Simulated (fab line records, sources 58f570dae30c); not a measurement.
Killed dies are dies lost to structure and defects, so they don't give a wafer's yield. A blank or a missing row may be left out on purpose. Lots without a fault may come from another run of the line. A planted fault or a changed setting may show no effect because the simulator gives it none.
Which tool did it? | flow berkeley_cmos170 | 7 lots, 20 wafers sampled, at 3 steps of a route of 331

WHAT THE GAUGES READ, wafer by wafer
UCB170_GATE_THK_MEAS_02.
lot  | measured     | on            | GATE_OXIDE_THK (nm)
L652 | day 7 04:53  | film_metro-03 | 6.52 6.66 6.59
L655 | day 8 01:37  | film_metro-03 | 7.11 7.36
L659 | day 9 05:23  | film_metro-02 | 6.67 6.63 6.55
L665 | day 10 23:25 | film_metro-03 | 6.48 6.58 6.74
L670 | day 11 20:47 | film_metro-02 | 6.47 6.42 6.43
L672 | day 12 08:48 | film_metro-04 | 6.55 6.50 6.43
L673 | day 12 08:46 | film_metro-02 | 6.54 6.37 6.53

WHICH TOOL RAN EACH LOT (tool, then ch and the chambers of the sampled wafers, then the start)
lot  | UCB170_ACTIVE_STRIP_16               | UCB170_GATE_OXIDATION_01
L652 | plasma_asher-01 ch 0,1, day 5 08:40  | furnace-04 ch 0, day 7 03:20
L655 | plasma_asher-03 ch 0,1, day 6 02:43  | furnace-04 ch 0, day 8 00:05
L659 | plasma_asher-03 ch 0,1, day 6 17:40  | furnace-01 ch 0, day 9 03:53
L665 | plasma_asher-03 ch 0,1, day 7 23:53  | furnace-01 ch 0, day 10 21:55
L670 | plasma_asher-02 ch 0,1, day 9 14:07  | furnace-01 ch 0, day 11 19:17
L672 | plasma_asher-01 ch 0,1, day 10 03:52 | furnace-01 ch 0, day 12 07:13
L673 | plasma_asher-01 ch 0,1, day 10 04:11 | furnace-01 ch 0, day 12 07:13
- UCB170_ACTIVE_STRIP_16: strips in O2.
- UCB170_GATE_OXIDATION_01: target thk 6.6 nm, ox time 1800 s.

THE ANSWER, worked out from the rows above alone
Rule: what is usual is taken from the lots themselves. Put in order of their means at a reading, lots are off if they are a third of the lots or fewer, leave a main group of 4 or more, and stand apart from it by a gap of 3 or more times the standard deviation of the main group's means; of several such gaps the widest counts. A main group whose means are all the same, to the digits that the tables above print for the reading, isn't used. A lot without any number at a reading at which 4 lots or more have one is off too. The other lots that the step has rows for count as sound.
Off: L655, at UCB170_GATE_THK_MEAS_02 (GATE_OXIDE_THK). The main group: mean 6.54 nm, standard deviation 0.068.
A tool fits if, at a process step before that reading, it ran every lot that is off, and no sound lot after the first of them. The gauges at UCB170_GATE_THK_MEAS_02 are tried like those tools. One fits: furnace-04 at UCB170_GATE_OXIDATION_01. Its last sound lot is L652 (day 7 03:20), its first lot that is off L655 (day 8 00:05): a fault that began between those two fits.

WHAT THE SIMULATOR HAD PUT IN
Process parameter drift: furnace-04, from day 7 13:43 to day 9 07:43, at UCB170_GATE_OXIDATION_01. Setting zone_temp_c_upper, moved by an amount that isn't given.
Lots struck among those shown: L655. The rule above found the same.
